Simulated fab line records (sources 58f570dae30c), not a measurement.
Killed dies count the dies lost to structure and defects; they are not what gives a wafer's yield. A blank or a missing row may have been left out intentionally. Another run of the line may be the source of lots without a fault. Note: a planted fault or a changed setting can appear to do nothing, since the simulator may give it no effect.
Check of tool commonality -- flow berkeleyCmos170 -- 15 lots, 57 wafers sampled

## REASON FOR OPENING
4 of 15 lots carry a flag on the reading GATE_OVL at UCB170_GATE_OVL_MEAS_13. Fault-free wafers read 0 nm, with a standard deviation of 5.1.
Rule: a lot is flagged when every wafer of it that has a number lies more than 4 standard deviations from that mean, or none has a number. All remaining lots are regarded as sound.

lot,measured,on,"GATE_OVL (nm), wafer by wafer",flag
L882,day 7 05:47,overlay-02,8 -2 3,
L884,day 8 07:15,overlay-02,-8 0 -6,
L885,day 8 07:22,overlay-02,1 0 -1,
L883,day 8 07:32,overlay-02,1 -9 1,
L886,day 8 13:13,overlay-02,-6 1 -4,
L887,day 8 13:46,overlay-01,-124 -130 -126 -122 -126 -126,FLAGGED
L888,day 8 22:19,overlay-01,-130 -139 -138 -127 -139 -135,FLAGGED
L889,day 8 22:27,overlay-02,4 -1 -3,
L890,day 9 15:05,overlay-01,-132 -128 -137 -128 -129 -134,FLAGGED
L892,day 9 15:42,overlay-01,-123 -120 -128 -123 -120 -125,FLAGGED
L891,day 9 15:49,overlay-02,8 13 5,
L896,day 10 16:49,overlay-01,-1 15 0,
L899,day 11 07:38,overlay-02,1 3 0,
L902,day 11 22:20,overlay-01,2 3 6,
L905,day 12 07:49,overlay-01,5 9 10,
The numbers of the flagged lots are -129 nm on average: -129 nm against the usual, or -25 standard deviations.

## LOT BY LOT: THE TOOL USED
The record holds 2 process steps before the reading, out of a route of 331 steps. Each cell gives the tool, then ch followed by the chambers the sampled wafers passed through, then the start.
lot,flag,UCB170_PVT_STRIP_08,UCB170_GATE_EXPOSE_09
L882,,"plasmaAsher-02 ch 0,1, day 6 13:38","krfScanner-02 ch 0, day 7 04:58"
L884,,"plasmaAsher-04 ch 0,1, day 7 10:45","krfScanner-02 ch 0, day 8 06:44"
L885,,"plasmaAsher-01 ch 0,1, day 7 11:02","krfScanner-02 ch 0, day 8 06:51"
L883,,"plasmaAsher-02 ch 0, day 7 11:08","krfScanner-02 ch 0, day 8 06:58"
L886,,"plasmaAsher-02 ch 0,1, day 7 20:13","krfScanner-01 ch 0, day 8 12:20"
L887,FLAGGED,"plasmaAsher-01 ch 0,1, day 7 21:52","krfScanner-02 ch 0, day 8 13:17"
L888,FLAGGED,"plasmaAsher-02 ch 0,1, day 8 06:14","krfScanner-02 ch 0, day 8 21:38"
L889,,"plasmaAsher-01 ch 0,1, day 8 06:11","krfScanner-01 ch 0, day 8 21:58"
L890,FLAGGED,"plasmaAsher-02 ch 0,1, day 8 15:42","krfScanner-02 ch 0, day 9 14:16"
L892,FLAGGED,"plasmaAsher-04 ch 0,1, day 8 20:16","krfScanner-02 ch 0, day 9 14:47"
L891,,"plasmaAsher-01 ch 0,1, day 8 20:59","krfScanner-01 ch 0, day 9 15:03"
L896,,"plasmaAsher-04 ch 0, day 9 23:04","krfScanner-01 ch 0, day 10 15:42"
L899,,"plasmaAsher-01 ch 0,1, day 10 17:32","krfScanner-01 ch 0, day 11 07:05"
L902,,"plasmaAsher-04 ch 0,1, day 11 04:44","krfScanner-01 ch 0, day 11 21:33"
L905,,"plasmaAsher-04 ch 0,1, day 11 16:17","krfScanner-01 ch 0, day 12 07:11"
What is done by these steps:
- UCB170_PVT_STRIP_08: strips in O2.
- UCB170_GATE_EXPOSE_09: exposes mask POLY, target cd 350 nm.
- UCB170_GATE_OVL_MEAS_13

## FLAGGED OVER TOTAL, TOOL BY TOOL (the gauges that took the reading come last)
step,tool,lots run,flagged,share of the flagged lots,sound lots run after its first flagged lot
UCB170_PVT_STRIP_08,plasmaAsher-01,5,1,some,"3 (L889,L891,L899)"
UCB170_PVT_STRIP_08,plasmaAsher-02,5,2,some,0
UCB170_PVT_STRIP_08,plasmaAsher-04,5,1,some,"3 (L896,L902,L905)"
UCB170_GATE_EXPOSE_09,krfScanner-01,7,0,none,-
UCB170_GATE_EXPOSE_09,krfScanner-02,8,4,all,0
UCB170_GATE_OVL_MEAS_13,overlay-01,7,4,all,"3 (L896,L902,L905)"
UCB170_GATE_OVL_MEAS_13,overlay-02,8,0,none,-

## THE TABLE: WHAT IT ALLOWS
Rows of the table that ran all the flagged lots, 2 in number: krfScanner-02 at UCB170_GATE_EXPOSE_09; overlay-01 at UCB170_GATE_OVL_MEAS_13.
- krfScanner-02 at UCB170_GATE_EXPOSE_09: 4 of its 8 lots flagged. Its last sound lot is L883 (day 8 06:58), its first flagged lot L887 (day 8 13:17): a fault that began between those two fits.
- overlay-01 at UCB170_GATE_OVL_MEAS_13: 4 of its 7 lots flagged. After the first flagged lot (L896, L902, L905), sound lots still ran on it; a lasting fault on the whole tool would not permit that.
Left over: one tool, krfScanner-02 at UCB170_GATE_EXPOSE_09.

## WHAT THE SIMULATOR HAD INSERTED
Scanner matching overlay: krfScanner-02, from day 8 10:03 on, at UCB170_GATE_EXPOSE_09. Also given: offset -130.
Struck lots among those shown: L887, L888, L890, L892. This agrees with what the rule above found.
